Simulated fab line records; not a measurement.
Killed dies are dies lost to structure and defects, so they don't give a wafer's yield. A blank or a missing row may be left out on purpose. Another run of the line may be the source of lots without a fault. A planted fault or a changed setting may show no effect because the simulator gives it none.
One fault through the eyes of 2 desks || flow rit-cmos || only its own numbers are on each desk; what lay behind them is given at the end

== THE METROLOGY DESK ==
Lot by lot, what the gauges showed, no matter which tool ran the lot: averages of those sampled wafers that carry a number. If a lot's mean is further than 4 standard deviations from the usual mean, the lot is out of limits and carries the mark OUT (the distance appears in the brackets).
Columns: A = cd-nm at RIT_ACTIVE_CD_MEAS_90, usual 1400.1 nm
{"lot": "L857", "first seen here": "day 1 15:53", "A": 1397.6}
{"lot": "L858", "first seen here": "day 1 22:20", "A": 1395.7}
{"lot": "L861", "first seen here": "day 2 11:04", "A": 1398.8}
{"lot": "L863", "first seen here": "day 2 21:10", "A": 1398.2}
{"lot": "L867", "first seen here": "day 3 18:37", "A": 1402.7}
{"lot": "L870", "first seen here": "day 4 08:11", "A": 1396.6}
{"lot": "L871", "first seen here": "day 4 14:44", "A": 1399.8}
{"lot": "L873", "first seen here": "day 4 23:36", "A": 1403.3}
{"lot": "L874", "first seen here": "day 5 05:13", "A": 1403.0}
{"lot": "L876", "first seen here": "day 5 14:13", "A": 1399.2}
{"lot": "L878", "first seen here": "day 6 00:59", "A": 1400.3}
{"lot": "L879", "first seen here": "day 6 05:13", "A": 1400.4}
{"lot": "L880", "first seen here": "day 6 11:02", "A": 1404.1}
Finding of this desk: none of the 13 lots has anything out of limits.

== FOR THE TOOL OWNER'S DESK: pecvd-04 ==
The tool's own readings at RIT_CONTACT_CVD_00 (deposits SiO2 from TEOS, target thk 400 nm, time 61 s): means of the sampled wafers that have a number, for each lot that ran on this tool. If a lot's mean is further than 4 standard deviations from the usual mean, the lot is out of limits and carries the mark OUT (the distance appears in the brackets).
Columns: A = heater-power-w at RIT_CONTACT_CVD_00, usual 323 W; B = rf-fwd-power-W at RIT_CONTACT_CVD_00, usual 397.2 W
{"lot": "L857", "first seen here": "day 3 07:21", "A": 372, "B": 397.5}
{"lot": "L863", "first seen here": "day 4 16:23", "A": 312, "B": "381.1 (-11) OUT"}
{"lot": "L867", "first seen here": "day 5 11:56", "A": 320, "B": "379.4 (-13) OUT"}
{"lot": "L880", "first seen here": "day 8 07:16", "A": 306, "B": 397.7}
This desk finds L863, L867 out of limits, L863 being first, at day 4 16:23 (rf-fwd-power-W at RIT_CONTACT_CVD_00). L857, L880 stayed within limits.

== ALL TOGETHER ==
The tool owner's desk had the chance to raise an alarm at day 4 16:23 on L863, L867.
From the metrology desk's view, nothing was out of limits.
The metrology desk has L863, L867 on record, within its limits.
Of the lots named, all ran RIT_CONTACT_CVD_00 on pecvd-04.

== WHAT THE SIMULATOR HAD INSERTED ==
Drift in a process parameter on pecvd-04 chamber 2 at RIT_CONTACT_CVD_00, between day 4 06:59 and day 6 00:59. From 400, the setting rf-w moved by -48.
Struck lots among those shown: L863, L867.
Time in hours from fault onset to the first out-of-limits reading at each desk: the tool owner's desk, 9.
